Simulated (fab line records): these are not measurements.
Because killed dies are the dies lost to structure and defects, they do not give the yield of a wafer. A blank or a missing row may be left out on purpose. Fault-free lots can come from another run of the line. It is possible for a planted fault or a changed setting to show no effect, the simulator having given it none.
fab line records | flow berkeleyCmos170
record: lots: 6 wafers: 18 lastDay: 11
route steps=331 shown PFIELD@88 FIELD@89 SACOX@97 SCREENOX@100
lots that met no fault: taken from a fault-free run of the same line
startH: start of the lot's first displayed wafer, in hours after the record's first day | waitH: hours elapsed since this lot's preceding step | " repeats the value in the row above | L1.1+2: several wafers, shown together as one row | - no value, or no start given | * or withheld: withheld | < > ~ a bound
route shown NAME@n: NAME is a module with steps in the file, n the number in the route of the first one | usual: mean/standard deviation of fault-free wafers | same: alike in all rows | chamber/n: place in a boat | sites: per-site readings | _std_site: the values' standard deviation | _edge_site: outer sites' mean less inner sites' | radiusMm: for every site, how far away it sits from the centre of the wafer | mask NAME#n: copy n | behind: the last tool/chamber to shape the wafer | hold: cause of the lot's hold/its duration in hours/its outcome | device: names the non-switching transistor (n, p or np) | end of line: at the end of the route, the tests of the same wafers | a step without rows: its recipe alone | killed: the dies lost at the first sort to structure and to defects; this is not the yield of the wafer | map: the dies of a wafer, with x for killed, . for not killed, _ for no die there
set.NAME: setting as actually run; set.NAME@STEP: the setting as run at that earlier step | model.NAME: the simulator's own value behind a step, which no gauge read
lots at selected steps of the route; one table per step, one row per wafer
services: from which hour (startH, from the record's first day; less than 0 if before it) a tool's chamber was out of use, for how many hours, and why
== steps ==
step: UCB170_PFIELD_TW_MEAS_09
usual: PFIELD_TW: 603/5.9
columns lot.wafer tool chamber startH waitH PFIELD_TW
L205.3 filmMetro-04 - 85.77 0.1 599
L205.5 " - " " 606
L205.6 " - " " 606
L207.1 filmMetro-02 - 95.42 0.1 606
L207.3 " - " " 604
L207.4 " - " " 600
L216.1 filmMetro-02 - 135.86 0.1 601
L216.4 " - " " 606
L216.6 " - " " 605
L225.3 filmMetro-04 - 181.78 0.1 609
L225.5 " - " " 610
L225.6 " - " " 612
L226.1 filmMetro-01 - 182.12 0.1 594
L226.2 " - " " 593
L226.5 " - " " 596
L227.2 filmMetro-04 - 195.54 0.1 612
L227.5 " - " " 611
L227.6 " - " " 611
step: UCB170_FIELD_CLEAN_00
recipe: chemistry: dHF dilution: 25:1 timeS: 7.5
step: UCB170_FIELD_OXIDATION_01
recipe: tempC: 1000 ambient: H2O pH2oTorr: 584.62 targetThkA: 5583 oxTimeS: 7200
step: UCB170_FIELD_THK_MEAS_02
recipe: reads: SiO2_of_FIELD_OXIDATION_01
usual: FIELD_OXIDE_THK: 562/10
columns lot.wafer tool chamber startH waitH FIELD_OXIDE_THK[nm]
L205.3 filmMetro-03 - 92.14 0.0 555
L205.5 " - " " 558
L205.6 " - " " 560
L207.1 filmMetro-04 - 101.20 0.0 544
L207.3 " - " " 538
L207.4 " - " " 542
L216.1 filmMetro-01 - 141.78 0.0 560
L216.4 " - " " 556
L216.6 " - " " 560
L226.1 filmMetro-01 - 189.68 0.0 560
L226.2 " - " " 552
L226.5 " - " " 546
L225.3 filmMetro-04 - 189.70 0.0 583
L225.5 " - " " 584
L225.6 " - " " 587
L227.2 filmMetro-04 - 199.50 0.0 571
L227.5 " - " " 562
L227.6 " - " " 560
step: UCB170_FIELD_ANNEAL_03
recipe: tempC: 1000 timeS: 1200 ambient: N2
step: UCB170_FIELD_WET_ETCH_04
recipe: chemistry: dHF dilution: 10:1 target: SiO2 tempC: 25 timeS: 60
step: UCB170_FIELD_WET_ETCH_05
recipe: chemistry: H3PO4 target: Si3N4 tempC: 160 timeS: 12600
step: UCB170_FIELD_WET_ETCH_06
recipe: chemistry: BOE dilution: 5:1 target: SiO2 tempC: 25 timeS: 22
step: UCB170_FIELD_THK_MEAS_90
recipe: reads: SiO2_of_FIELD_OXIDATION_01
usual: FIELD_OXIDE_LEFT_1_THK: 445/10
columns lot.wafer tool chamber startH waitH FIELD_OXIDE_LEFT_1_THK[nm]
L205.3 filmMetro-04 - 97.72 0.0 437
L205.5 " - " " 440
L205.6 " - " " 442
L207.1 filmMetro-03 - 108.78 0.0 428
L207.3 " - " " 422
L207.4 " - " " 425
L216.1 filmMetro-03 - 150.87 0.0 442
L216.4 " - " " 438
L216.6 " - " " 443
L226.1 filmMetro-04 - 197.84 0.0 444
L226.2 " - " " 437
L226.5 " - " " 431
L225.3 filmMetro-01 - 197.86 0.0 466
L225.5 " - " " 468
L225.6 " - " " 470
L227.2 filmMetro-03 - 209.10 0.0 454
L227.5 " - " " 445
L227.6 " - " " 442
step: UCB170_SACOX_CLEAN_00
recipe: chemistry: dHF dilution: 25:1 timeS: 7.5
step: UCB170_SACOX_OXIDATION_01
recipe: tempC: 900 ambient: O2 targetThkA: 144 oxTimeS: 2400
step: UCB170_SACOX_THK_MEAS_02
recipe: reads: SiO2_of_SACOX_OXIDATION_01
usual: SACOX_OXIDE_THK: 14.4/0.3
columns lot.wafer tool chamber startH waitH SACOX_OXIDE_THK[nm]
L205.3 filmMetro-04 - 102.55 0.0 14.5
L205.5 " - " " 14.9
L205.6 " - " " 14.8
L207.1 filmMetro-02 - 112.73 0.0 14.2
L207.3 " - " " 14.3
L207.4 " - " " 14.4
L216.1 filmMetro-02 - 155.34 0.0 14.7
L216.4 " - " " 14.7
L216.6 " - " " 14.6
L226.1 filmMetro-02 - 201.13 0.0 14.0
L226.2 " - " " 14.1
L226.5 " - " " 14.4
L225.3 filmMetro-03 - 201.15 0.0 13.9
L225.5 " - " " 13.8
L225.6 " - " " 14.0
L227.2 filmMetro-02 - 210.95 0.0 14.5
L227.5 " - " " 14.5
L227.6 " - " " 14.6
step: UCB170_SCREENOX_WET_ETCH_00
recipe: chemistry: dHF dilution: 25:1 target: SiO2 tempC: 25 timeS: 200
usual: bathHeatDutyPct: 6.2/0.81 runLengthS: 227/3.3
columns lot.wafer tool chamber startH waitH bathHeatDutyPct runLengthS model.SiO2_of_SACOX_OXIDATION_01.thkNm
L205.3 wetBench-04 2 102.59 0.0 6.5 235 0
L205.5 " 2 " " 6.4 235 0
L205.6 " 2 " " 6.4 235 0
L207.1 wetBench-01 2 113.05 0.3 7.0 226 0
L207.3 " 2 " " 5.9 226 0
L207.4 " 2 " " 5.9 226 0
L216.1 wetBench-01 2 155.40 0.1 6.8 227 0
L216.4 " 2 " " 6.4 227 0
L216.6 " 2 " " 6.9 227 0
L225.3 wetBench-01 2 201.19 0.0 - - 13.86
L225.5 " 2 " " - - 13.81
L225.6 " 2 " " - - 13.99
L226.1 wetBench-01 3 201.19 0.1 - - 14.02
L226.2 " 3 " " - - 14.06
L226.5 " 3 " " - - 14.36
L227.2 wetBench-02 0 212.51 1.6 5.4 234 0
L227.5 " 0 " " 4.9 234 0
L227.6 " 0 " " 6.0 234 0
step: UCB170_SCREENOX_OXIDATION_01
recipe: tempC: 900 ambient: O2 targetThkA: 144 oxTimeS: 2400
== services ==
columns tool chamber startH hours kind
wetBench-02 - 192.33 19.8 repair
== key ==
firstSign: step: UCB170_SCREENOX_WET_ETCH_00 reading: toolRecord direction: missing
effect none on later readings
modelEffect: step: UCB170_SCREENOX_WET_ETCH_00 value: SiO2_of_SACOX_OXIDATION_01.thkNm without: 0 struck: 14.02
metAt UCB170_SCREENOX_WET_ETCH_00
struckWafers L225.3,L225.5,L225.6,L226.1,L226.2,L226.5
laterRowsLeftOut L225.3,L225.5,L225.6,L226.1,L226.2,L226.5
sortLeftOut L225.3,L225.5,L225.6,L226.1,L226.2,L226.5
testerLeftOut L225,L226
onsetBetween 155.40 201.19
fault: kind: skippedStepWhole tool: wetBench-01 chamber: - onsetH: 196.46 steps: UCB170_SCREENOX_WET_ETCH_00 scope: struckLotsOnly
testerLeftOut: of these lots the tester's yield and bins aren't shown, on N5 and GAA mostly nor the transistor test; their killed dies are dies lost to structure and defects alone, not to doping, threshold or leakage, so they don't give the yield
sortLeftOut: the simulated sort isn't trusted on such a fault, so these wafers' sort isn't shown, and their yield isn't known
laterRowsLeftOut: the simulator's readings of these wafers behind a module that went badly wrong aren't trusted and aren't shown, but for the sort
